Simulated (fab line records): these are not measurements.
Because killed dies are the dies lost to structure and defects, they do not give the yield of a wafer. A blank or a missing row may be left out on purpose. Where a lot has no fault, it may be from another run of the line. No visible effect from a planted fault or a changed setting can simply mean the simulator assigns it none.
A single fault, viewed from 2 desks | flow rit cmos | only its own numbers are on each desk; what lay behind them is given at the end

## FROM THE METROLOGY DESK
Means of the sampled wafers that have a number, per lot and without regard to the tool the lot ran on: this is what the gauges read. A lot is out of limits, marked OUT, if its mean lies more than 4 standard deviations from the usual mean; the brackets give that distance.
Columns: A = CONTACT_OVL at RIT_CONTACT_OVL_MEAS_09, usual -0.2 nm; B = cd nm at RIT_M1_CD_MEAS_90, usual 2599.3 nm
lot  | first seen here | A    | B
L115 | day 3 05:20     | 0.3  | 2600.4
L116 | day 3 13:05     | 1.1  | 2599.2
L126 | day 5 13:50     | -0.4 | 2590.3
L127 | day 5 16:46     | -0.0 | 2598.7
L128 | day 5 21:34     | -1.5 | 2601.4
L130 | day 6 07:20     | 0.8  | 2600.0
L131 | day 6 10:57     | 1.2  | 2603.0
L132 | day 6 17:25     | -1.3 | 2596.5
L133 | day 6 21:29     | 0.7  | 2600.2
L134 | day 7 02:01     | -0.5 | 2596.3
L135 | day 7 07:32     | -0.6 | 2599.8
L137 | day 7 17:26     | 1.1  | 2603.3
L138 | day 7 22:23     | 0.5  | 2601.9
This desk's finding: nothing out of limits on any of the 13 lots.

## TOOL OWNER'S DESK, rie metal-02
The tool's own readings at RIT_M1_METAL_ETCH_12 (etches Al in Cl2/BCl3, stops on SiO2, time 165 s, target depth 600 nm): means of the sampled wafers that have a number, for each lot that ran on this tool. A lot is out of limits, marked OUT, if its mean lies more than 4 standard deviations from the usual mean; the brackets give that distance.
Columns: A = chamber pressure mTorr at RIT_M1_METAL_ETCH_12, usual 99.99 mTorr; B = drypump motor current A at RIT_M1_METAL_ETCH_12, usual 6.30 A; C = oes product au at RIT_M1_METAL_ETCH_12, usual 0.769 a.u.; D = throttle valve pct at RIT_M1_METAL_ETCH_12, usual 8.25 %
lot  | first seen here | A      | B    | C                | D
L126 | day 5 16:53     | 100.05 | 6.24 | 0.675 (-9.4) OUT | 8.25
This desk finds L126 out of limits, L126 being first, at day 5 16:53 (oes product au at RIT_M1_METAL_ETCH_12). In limits: none.

## TAKEN TOGETHER
An alarm could have come from the tool owner's desk at day 5 16:53, on L126.
From the metrology desk's view, nothing was out of limits.
The metrology desk has L126 on record, within its limits.
RIT_M1_METAL_ETCH_12 was run on rie metal-02 by each of the lots named.

## WHAT HAD BEEN PUT IN BY THE SIMULATOR
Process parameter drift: rie metal-02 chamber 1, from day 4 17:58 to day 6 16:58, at RIT_M1_METAL_ETCH_12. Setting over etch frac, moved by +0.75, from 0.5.
Shown lots that were struck: L126.
Delay in hours, fault start to first out-of-limits reading, by desk: the tool owner's desk at 23.
